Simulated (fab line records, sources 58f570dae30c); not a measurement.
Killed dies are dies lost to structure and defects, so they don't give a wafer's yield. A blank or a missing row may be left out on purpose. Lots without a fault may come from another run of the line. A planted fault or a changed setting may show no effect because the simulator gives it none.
One fault seen from 2 desks | flow berkeley_cmos170 | each desk has only its own numbers; what lay behind them comes last

THE METROLOGY DESK
What the gauges read, lot by lot, whatever tool the lot ran on: means of the sampled wafers that have a number. A lot is out of limits, marked OUT, if its mean lies more than 4 standard deviations from the usual mean; the brackets give that distance.
Columns: A = NVT_OVL at UCB170_NVT_OVL_MEAS_06, usual 0 nm; B = GATE_OXIDE_THK at UCB170_GATE_THK_MEAS_02, usual 6.70 nm; C = cd_nm at UCB170_PLDD_CD_MEAS_06, usual 1199.8 nm; D = SPACER_TEOS_THK at UCB170_SPACER_THK_MEAS_01, usual 378 nm
lot  | first seen here | A  | B    | C      | D
L474 | day 5 12:46     | 0  | 6.75 | 1197.5 | 376
L473 | day 5 13:08     | 1  | 6.64 | 1201.6 | 377
L475 | day 5 13:41     | -1 | 6.66 | 1200.0 | 376
L477 | day 6 04:30     | -3 | 6.64 | 1199.6 | 379
L479 | day 6 20:28     | -1 | 6.86 | 1199.6 | 376
L483 | day 7 13:41     | -4 | 6.67 | 1201.8 | 361
L487 | day 8 06:59     | 1  | 6.72 | 1199.7 | 380
L489 | day 8 07:02     | -2 | 6.84 | 1197.7 | 377
L486 | day 8 07:16     | 2  | 6.52 | 1198.6 | 381
L488 | day 8 10:20     | 2  | 6.81 | 1198.9 | 373
L491 | day 9 00:19     | 6  | 6.78 | 1200.9 | 379
L494 | day 9 21:22     | -1 | 6.66 | 1202.6 | 378
L496 | day 9 21:38     | 2  | 6.70 | 1198.5 | 378
This desk's finding: nothing out of limits on any of the 13 lots.

THE TOOL OWNER'S DESK: pecvd-02
The tool's own readings at UCB170_SPACER_CVD_00 (deposits SiO2 from TEOS/O2, target thk 376 nm, time 47 s): means of the sampled wafers that have a number, for each lot that ran on this tool. A lot is out of limits, marked OUT, if its mean lies more than 4 standard deviations from the usual mean; the brackets give that distance.
Columns: A = heater_power_w at UCB170_SPACER_CVD_00, usual 266 W; B = rf_fwd_power_W at UCB170_SPACER_CVD_00, usual 544.6 W
lot  | first seen here | A   | B
L474 | day 6 09:59     | 278 | 545.7
L479 | day 7 15:34     | 215 | 542.4
L483 | day 8 06:43     | 272 | 471.1 (-39) OUT
This desk's finding: out of limits on L483; first on L483, day 8 06:43 (rf_fwd_power_W at UCB170_SPACER_CVD_00). In limits: L474, L479.

PUT TOGETHER
The tool owner's desk could have raised an alarm at day 8 06:43, on L483.
The metrology desk saw nothing out of limits.
The metrology desk has L483 on record, within its limits.
Of the lots named, all ran UCB170_SPACER_CVD_00 on pecvd-02.

WHAT THE SIMULATOR HAD PUT IN
Process parameter drift: pecvd-02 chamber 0, from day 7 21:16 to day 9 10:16, at UCB170_SPACER_CVD_00. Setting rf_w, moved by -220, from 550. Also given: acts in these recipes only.
Lots struck among those shown: L483.
Hours from the fault's start to each desk's first reading out of limits: the tool owner's desk, 9.
